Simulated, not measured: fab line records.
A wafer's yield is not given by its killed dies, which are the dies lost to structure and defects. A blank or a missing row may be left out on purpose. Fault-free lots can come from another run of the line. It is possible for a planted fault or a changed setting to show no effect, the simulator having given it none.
Check for tools in common ; flow rit-cmos ; 14 lots, 42 wafers sampled

WHY THIS WAS OPENED
RIT_ACTIVE_THK_MEAS_02, reading ACTIVE_OXIDE_THK: flagged on 2 of 14 lots. No-fault wafers: 46.7 nm, standard deviation 0.77.
Rule: a lot is flagged when every wafer of it that has a number lies more than 4 standard deviations from that mean, or none has a number. The rest of the lots are taken to be sound.

lot;measured;on;ACTIVE_OXIDE_THK (nm), wafer by wafer;flag
L244;day 1 16:05;film-metro-04;46.5 47.3 46.8;
L246;day 1 22:20;film-metro-04;46.1 46.2 46.6;
L248;day 2 10:05;film-metro-02;45.3 45.2 45.7;
L249;day 2 13:05;film-metro-03;46.3 45.9 45.9;
L250;day 2 18:08;film-metro-02;45.0 45.4 45.1;
L251;day 3 00:16;film-metro-03;47.8 47.8 47.4;
L256;day 4 01:28;film-metro-02;46.4 46.8 46.5;
L260;day 5 01:05;film-metro-02;53.5 53.8 53.2;FLAGGED
L261;day 5 01:05;film-metro-03;54.1 53.3 53.7;FLAGGED
L262;day 5 06:04;film-metro-03;47.8 46.4 46.5;
L263;day 5 11:36;film-metro-03;46.1 46.7 46.4;
L265;day 5 21:11;film-metro-04;47.1 48.2 46.2;
L266;day 6 02:28;film-metro-02;47.8 46.9 48.0;
L267;day 6 07:12;film-metro-02;46.0 46.1 46.1;
The mean of the flagged lots' numbers is 53.6 nm, +6.9 nm from the usual (+9 standard deviations).

LOT BY LOT: THE TOOL USED
The record holds 1 process step before the reading, out of a route of 202 steps. Each cell gives the tool, then ch followed by the chambers the sampled wafers passed through, then the start.
lot;flag;RIT_ACTIVE_OXIDATION_01
L244;;furnace-03 ch 0, day 1 14:08
L246;;furnace-03 ch 0, day 1 20:23
L248;;furnace-04 ch 0, day 2 08:08
L249;;furnace-04 ch 0, day 2 11:08
L250;;furnace-04 ch 0, day 2 16:13
L251;;furnace-01 ch 0, day 2 22:20
L256;;furnace-01 ch 0, day 3 23:30
L260;FLAGGED;furnace-01 ch 0, day 4 23:08
L261;FLAGGED;furnace-01 ch 0, day 4 23:08
L262;;furnace-03 ch 0, day 5 04:07
L263;;furnace-04 ch 0, day 5 09:40
L265;;furnace-04 ch 0, day 5 19:14
L266;;furnace-04 ch 0, day 6 00:31
L267;;furnace-04 ch 0, day 6 05:16
What is done by these steps:
- RIT_ACTIVE_OXIDATION_01: target thk 46.8 nm, ox time 3360 s.
- RIT_ACTIVE_THK_MEAS_02

FLAGGED AGAINST TOTAL, ONE TOOL AT A TIME (gauges that did the reading follow at the end)
step;tool;lots run;flagged;share of the flagged lots;sound lots run after its first flagged lot
RIT_ACTIVE_OXIDATION_01;furnace-01;4;2;all;0
RIT_ACTIVE_OXIDATION_01;furnace-03;3;0;none;-
RIT_ACTIVE_OXIDATION_01;furnace-04;7;0;none;-
RIT_ACTIVE_THK_MEAS_02;film-metro-02;6;1;some;2 (L266,L267)
RIT_ACTIVE_THK_MEAS_02;film-metro-03;5;1;some;2 (L262,L263)
RIT_ACTIVE_THK_MEAS_02;film-metro-04;3;0;none;-

WHAT THE TABLE ALLOWS
In the table, 1 row covers all flagged lots: furnace-01 at RIT_ACTIVE_OXIDATION_01.
- furnace-01 at RIT_ACTIVE_OXIDATION_01 ran 4 lots, 2 of them flagged. Last sound lot L256 at day 3 23:30, first flagged lot L260 at day 4 23:08; a fault beginning in between fits.
furnace-01 at RIT_ACTIVE_OXIDATION_01 is the single tool remaining.

WHAT THE SIMULATOR PUT IN
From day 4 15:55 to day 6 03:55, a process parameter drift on furnace-01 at RIT_ACTIVE_OXIDATION_01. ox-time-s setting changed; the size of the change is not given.
Shown lots that were struck: L260, L261. The same result came from the rule above.
